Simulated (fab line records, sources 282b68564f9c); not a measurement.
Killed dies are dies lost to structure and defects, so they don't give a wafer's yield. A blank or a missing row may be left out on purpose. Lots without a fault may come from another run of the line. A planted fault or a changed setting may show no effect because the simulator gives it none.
A struck lot beside a sound one | flow rit_cmos | 27 steps out of a route of 202
Sound: wafers L852.2, L852.3, L852.4. Struck: wafers L863.3, L863.4. (L863.6 of the same lot was not struck and is left out.) The cause comes at the end.
At each step with rows: each side's tool, then ch and its chambers, then its first start. Under that, the readings that differ: sound wafers | struck wafers | difference of the means | sigmas: that difference in standard deviations of wafers without a fault.
alike: readings whose means differ by less than 2 such deviations, and words and numbers that are the same on both sides. not compared: withheld readings, readings that some wafer has no value for, bounds like >300 that may hide the same value, and numbers for which the record gives no deviation and whose values overlap.
The two part at a step that has a row with sigmas, a row that says differs or no value, or rows on one side only. Numbers that don't overlap but have no deviation are shown without sigmas and don't part them. A reading that every wafer of one side lacks parts them only if that side has two wafers or more.

first, 1 step without rows for these wafers: RIT_ACTIVE_OXIDATION_01 (target thk 46.8 nm, ox time 3360 s).
RIT_ACTIVE_THK_MEAS_02:
  sound on film_metro-03, day 2 13:29; struck on film_metro-04, day 4 20:04
  alike: ACTIVE_OXIDE_THK
then, 1 step without rows for these wafers: RIT_ACTIVE_CVD_03 (deposits Si3N4 from SiH2Cl2/NH3, target thk 150 nm, time 1500 s).
RIT_ACTIVE_THK_MEAS_04:
  sound on film_metro-03, day 2 14:58; struck on film_metro-03, day 4 21:33
  alike: ACTIVE_NITRIDE_THK
then, 6 steps without rows for these wafers: RIT_ACTIVE_HMDS_05 (prime time 60 s); RIT_ACTIVE_COAT_06 (resist thk 1000 nm); RIT_ACTIVE_SOFTBAKE_07 (time 60 s); RIT_ACTIVE_EXPOSE_08 (exposes mask M1, target cd 1400 nm); RIT_ACTIVE_PEB_09; RIT_ACTIVE_DEVELOP_10 (develop time 50 s).
RIT_ACTIVE_CD_MEAS_11: target cd 1400 nm.
  sound on cd_sem-02, day 2 16:00; struck on cd_sem-02, day 4 22:29
  alike: cd_nm
then, 1 step without rows for these wafers: RIT_ACTIVE_HARDBAKE_12 (time 60 s).
RIT_ACTIVE_ETCH_13: etches Si3N4 in SF6, stops on SiO2, time 210 s, target depth 210 nm.
  sound on rie_diel-01 ch 0,2,3, day 2 16:15; struck on rie_diel-01 ch 0, day 4 22:43
  reading                                       | sound             | struck      | difference | sigmas
  oes_product_au (a.u.)                         | 0.816 0.805 0.826 | 0.771 0.773 | -0.044     | -3
  run_length_s (s)                              | 238.8 237.6 238.1 | 265.1 265.3 | +27.0      | +52
  model.NOVOLAK_of_ACTIVE_COAT_06.thk_nm (nm)   | 646.9 652.6 655.5 | 614.1 611.2 | -39.0      |
  model.SiO2_of_ACTIVE_OXIDATION_01.thk_nm (nm) | 51.45 52.44 51.74 | 40.99 42.58 | -10.09     |
  model.ACTIVE.feature_depth_nm (nm)            | 149.3 149.8 150.7 | 158.8 157.8 | +8.4       |
  alike: drypump_motor_current_A, throttle_valve_pct
  not compared: rf_hours_counter_h
RIT_ACTIVE_STRIP_14: strips in O2, time 180 s.
  sound on plasma_asher-02 ch 0,1, day 2 16:23; struck on plasma_asher-01 ch 0,1, day 4 22:54
  alike: drypump_motor_current_A, o2_flow_sccm
  not compared: rf_hours_counter_h
RIT_ACTIVE_CD_MEAS_90: target cd 1400 nm.
  sound on cd_sem-02, day 2 16:35; struck on cd_sem-01, day 4 23:04
  alike: cd_nm
then, 4 steps without rows for these wafers: RIT_ACTIVE_CLEAN_15 (cleans in SC1, time 600 s); RIT_ACTIVE_CLEAN_16 (cleans in dHF, time 30 s); RIT_ACTIVE_CLEAN_17 (cleans in SC2, time 600 s); RIT_FOX1_OXIDATION_00 (target thk 350.7 nm, ox time 1130 s).
RIT_FOX1_THK_MEAS_01:
  sound on film_metro-01, day 2 21:49; struck on film_metro-01, day 5 02:44
  reading             | sound       | struck  | difference | sigmas
  FOX1_OXIDE_THK (nm) | 348 344 345 | 362 359 | +15        | +2
then, 2 steps without rows for these wafers: RIT_FOX1_WET_ETCH_02 (etches SiO2 in BOE, target depth 350 nm, time 390 s); RIT_FOX2_OXIDATION_00 (target thk 350.7 nm, ox time 1130 s).
RIT_FOX2_THK_MEAS_01:
  sound on film_metro-01, day 3 00:13; struck on film_metro-02, day 5 04:14
  reading             | sound       | struck  | difference | sigmas
  FOX2_OXIDE_THK (nm) | 349 346 346 | 361 362 | +14        | +2
then, 1 step without rows for these wafers: RIT_FOX2_CLEAN_02 (cleans in dHF, time 180 s).
RIT_FOX2_WET_ETCH_03: etches Si3N4 in H3PO4, target depth 195 nm, time 2700 s.
  sound on wet_bench-03 ch 1, day 3 00:20; struck on wet_bench-03 ch 0, day 5 04:32
  reading                                       | sound            | struck      | difference | sigmas
  run_length_s (s)                              | 2735 2735 2735   | 2726 2726   | -9         | -2
  model.SiO2_of_ACTIVE_OXIDATION_01.thk_nm (nm) | 45.84 46.7 46.09 | 36.48 37.91 | -9.02      |
RIT_FOX2_THK_MEAS_90:
  sound on film_metro-01, day 3 01:14; struck on film_metro-02, day 5 05:19
  reading                     | sound       | struck  | difference | sigmas
  FIELD_OXIDE_LEFT_1_THK (nm) | 321 318 319 | 334 335 | +15        | +2
RIT_M1_PROBE_99:
  sound on prober-01, day 4 16:16; struck on prober-01, day 6 19:22
  alike: killed_at_front_end, killed_dies, killed_open, killed_short

WHERE THEY PART
First at RIT_ACTIVE_ETCH_13; last, within this record, at RIT_FOX2_THK_MEAS_90. Later steps at which nothing parts them and some readings are alike: RIT_M1_PROBE_99.

WHY: what the simulator had put in
Process parameter drift: rie_diel-01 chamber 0, from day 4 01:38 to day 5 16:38, at RIT_ACTIVE_ETCH_13. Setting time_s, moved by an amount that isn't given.
